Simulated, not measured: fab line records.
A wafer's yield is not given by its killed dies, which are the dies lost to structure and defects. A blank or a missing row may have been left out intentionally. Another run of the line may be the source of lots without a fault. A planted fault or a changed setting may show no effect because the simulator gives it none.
What tool caused it? | flow rit-cmos | Sampling: 14 lots, 42 wafers, 6 of 202 route steps

WHAT THE GAUGES SHOWED, per wafer
RIT_ACTIVE_BOW_MEAS_00.
lot  | measured    | on            | INCOMING_BOW (um)
L684 | day 1 20:00 | film-metro-01 | 6 6 -10
L685 | day 2 01:00 | film-metro-01 | 6 -1 2
L686 | day 2 06:00 | film-metro-04 | 1 4 -1
L688 | day 2 16:01 | film-metro-04 | -1 -1 -2
L690 | day 3 02:00 | film-metro-03 | 3 8 5
L692 | day 3 12:00 | film-metro-01 | 4 2 -3
L693 | day 3 17:01 | film-metro-03 | 7 -6 3
L694 | day 3 22:04 | film-metro-01 | 2 -1 -2
L695 | day 4 03:04 | film-metro-01 | 7 3 0
L696 | day 4 08:00 | film-metro-01 | 2 -5 -1
L697 | day 4 13:02 | film-metro-03 | 10 -6 -7
L698 | day 4 18:01 | film-metro-04 | 8 -10 -3
L700 | day 5 04:02 | film-metro-03 | -8 2 19
L704 | day 6 00:00 | film-metro-04 | 3 2 3

RIT_ACTIVE_CD_MEAS_11: target cd 1400 nm.
lot  | measured    | on        | cd-nm (nm)
L684 | day 2 00:34 | cd-sem-02 | 1397.3 1397.2 1398.9
L685 | day 2 05:37 | cd-sem-02 | 1399.4 1398.4 1397.6
L686 | day 2 10:34 | cd-sem-01 | 1400.0 1398.9 1399.9
L688 | day 2 20:28 | cd-sem-01 | 1403.2 1400.2 1401.9
L690 | day 3 06:34 | cd-sem-01 | 1399.8 1398.5 1399.3
L692 | day 3 16:34 | cd-sem-02 | 1395.1 1398.6 1396.8
L693 | day 3 21:35 | cd-sem-01 | 1401.3 1399.7 1401.6
L694 | day 4 02:30 | cd-sem-02 | 1400.3 1399.6 1400.1
L695 | day 4 07:30 | cd-sem-02 | 1398.7 1399.1 1400.5
L696 | day 4 12:34 | cd-sem-02 | 1402.2 1399.7 1403.9
L697 | day 4 17:36 | cd-sem-02 | 1399.8 1399.7 1401.8
L698 | day 4 22:28 | cd-sem-02 | 1402.5 1402.8 1403.4
L700 | day 5 08:36 | cd-sem-01 | 1394.3 1393.9 1394.0
L704 | day 6 04:26 | cd-sem-02 | 1400.3 1397.6 1401.5

RIT_GATE_CD_MEAS_90: target cd 150 nm.
lot  | measured    | on        | cd-nm (nm)
L684 | day 2 23:07 | cd-sem-01 | 151.4 153.6 153.9
L685 | day 3 04:52 | cd-sem-01 | 151.5 155.1 154.6
L686 | day 3 08:47 | cd-sem-01 | 151.8 148.4 151.2
L688 | day 3 19:20 | cd-sem-01 | 150.3 149.7 151.2
L690 | day 4 05:58 | cd-sem-02 | 149.0 150.7 152.7
L692 | day 4 15:14 | cd-sem-02 | 147.0 148.4 148.0
L693 | day 4 19:35 | cd-sem-02 | 147.3 148.8 147.9
L694 | day 5 02:42 | cd-sem-01 | 149.8 149.2 149.2
L695 | day 5 05:58 | cd-sem-02 | 156.2 154.3 153.3
L696 | day 5 10:58 | cd-sem-01 | 153.8 154.2 155.1
L697 | day 5 15:31 | cd-sem-02 | 151.0 153.4 152.3
L698 | day 5 21:04 | cd-sem-02 | 147.5 148.7 148.4
L700 | day 6 07:13 | cd-sem-01 | 150.3 151.0 147.5
L704 | day 7 03:16 | cd-sem-01 | 145.2 145.6 143.8

RIT_NLDD_TW_MEAS_10.
lot  | measured    | on            | NLDD_TW
L684 | day 3 03:41 | film-metro-01 | 2502 2496 2492
L685 | day 3 09:37 | film-metro-03 | 2504 2509 2498
L686 | day 3 13:31 | film-metro-04 | 2468 2469 2470
L688 | day 4 00:08 | film-metro-04 | 2484 2485 2479
L690 | day 4 10:40 | film-metro-01 | 2502 2491 2493
L692 | day 4 19:46 | film-metro-01 | 2479 2485 2489
L693 | day 5 00:05 | film-metro-01 | 2505 2496 2485
L694 | day 5 07:17 | film-metro-03 | 2506 2517 2505
L695 | day 5 10:35 | film-metro-04 | 2493 2454 2474
L696 | day 5 16:09 | film-metro-04 | 2453 2441 2452
L697 | day 5 20:08 | film-metro-03 | 2510 2517 2528
L698 | day 6 01:31 | film-metro-03 | 2308 2287 2299
L700 | day 6 12:26 | film-metro-03 | 2309 2308 2290
L704 | day 7 09:52 | film-metro-04 | 2485 2455 2446

RIT_SDANNEAL_RS_MEAS_07: measurement is done with a four-point probe.
lot  | measured    | on            | NLDD_RS (ohm/sq)
L684 | day 3 11:34 | film-metro-01 | 151.3 151.4 151.7
L685 | day 3 17:22 | film-metro-01 | 151.8 152.4 151.6
L686 | day 3 21:22 | film-metro-04 | 151.5 152.1 152.3
L688 | day 4 08:03 | film-metro-04 | 150.7 151.2 151.3
L690 | day 4 18:24 | film-metro-03 | 151.7 151.8 152.3
L692 | day 5 03:50 | film-metro-04 | 152.1 152.7 151.9
L693 | day 5 08:23 | film-metro-04 | 151.7 151.5 151.6
L694 | day 5 15:10 | film-metro-03 | 151.1 151.5 151.7
L695 | day 5 18:29 | film-metro-03 | 151.1 151.2 151.1
L696 | day 6 00:10 | film-metro-03 | 152.5 153.1 152.2
L697 | day 6 04:03 | film-metro-04 | 151.1 151.4 151.5
L698 | day 6 09:22 | film-metro-03 | 195.5 195.5 194.1
L700 | day 6 20:22 | film-metro-03 | 194.5 194.1 195.5
L704 | day 7 18:06 | film-metro-03 | 150.6 151.7 152.2

TOOL THAT RAN EACH LOT (tool first, then ch and the chambers of the sampled wafers, then the start)
lot  | RIT_NLDD_IMPLANT_08
L684 | implanter-02 ch 0, day 3 03:22
L685 | implanter-01 ch 0, day 3 09:17
L686 | implanter-02 ch 0, day 3 13:11
L688 | implanter-01 ch 0, day 3 23:50
L690 | implanter-01 ch 0, day 4 10:20
L692 | implanter-02 ch 0, day 4 19:26
L693 | implanter-02 ch 0, day 4 23:46
L694 | implanter-03 ch 0, day 5 07:01
L695 | implanter-01 ch 0, day 5 10:19
L696 | implanter-03 ch 0, day 5 15:50
L697 | implanter-02 ch 0, day 5 19:50
L698 | implanter-02 ch 0, day 6 01:12
L700 | implanter-02 ch 0, day 6 12:08
L704 | implanter-03 ch 0, day 7 09:32
- RIT_NLDD_IMPLANT_08

WHAT THE TOOLS THEMSELVES READ (means of the sampled wafers that have a number; where no wafer has one, the mark that the record gives instead)
RIT_NLDD_IMPLANT_08.
lot  | tool         | dose-ions-cm2 | faraday-current-uA
L684 | implanter-02 | 5e+14         | 1570
L685 | implanter-01 | 5e+14         | 1544
L686 | implanter-02 | 5e+14         | 1577
L688 | implanter-01 | 5e+14         | 1604
L690 | implanter-01 | 5e+14         | 1556
L692 | implanter-02 | 5e+14         | 1579
L693 | implanter-02 | 5e+14         | 1586
L694 | implanter-03 | 5e+14         | 1565
L695 | implanter-01 | 5e+14         | 1582
L696 | implanter-03 | 5e+14         | 1593
L697 | implanter-02 | 5e+14         | 1597
L698 | implanter-02 | 4e+14         | 1140
L700 | implanter-02 | 4e+14         | 1169
L704 | implanter-03 | 5e+14         | 1569

THE ANSWER, worked out from the rows above alone
Rule: the usual values come from the lots themselves. Put in order of their means at a reading, lots are off if they are a third of the lots or fewer, leave a main group of 4 or more, and stand apart from it by a gap of 3 or more times the standard deviation of the main group's means; of several such gaps the widest counts. A main group is skipped when, at the precision printed for the reading in the tables above, its means are all equal. A lot without any number at a reading at which 4 lots or more have one is off too. Where the step has rows for the other lots, those lots are counted as sound. After the gauges, taken in route order, come the tools' own readings; for these a lot's mean is taken, as printed above. At the first step where some lot is off, the reading lying furthest off is the one used; lots without a number count as furthest.
Off: L698, L700, at RIT_NLDD_TW_MEAS_10 (NLDD_TW). Main group: mean 2487, sd 20.
A tool fits if, at a process step before that reading, it ran every lot that is off, and no sound lot after the first of them. Not tried: the gauges at RIT_NLDD_TW_MEAS_10; whatever is off there is also off at RIT_NLDD_IMPLANT_08, on other tools, and gauge error can't account for it. One fits: RIT_NLDD_IMPLANT_08 on implanter-02. Its last sound lot is L697 (day 5 19:50), its first lot that is off L698 (day 6 01:12): a fault that began between those two fits.
The tool's own readings at RIT_NLDD_IMPLANT_08 bear it out: on the lots that are off they differ by more than 5 times the standard deviation of the sound lots' means. dose-ions-cm2 reads 4e+14 there against 5e+14 on the sound lots; faraday-current-uA reads 1154 there against 1577 on the sound lots.

WHAT HAD BEEN PUT IN BY THE SIMULATOR
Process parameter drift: implanter-02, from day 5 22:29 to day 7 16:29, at RIT_NLDD_IMPLANT_08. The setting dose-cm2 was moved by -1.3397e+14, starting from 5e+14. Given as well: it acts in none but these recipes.
Struck lots among those shown: L698, L700. The rule given above showed the same thing.
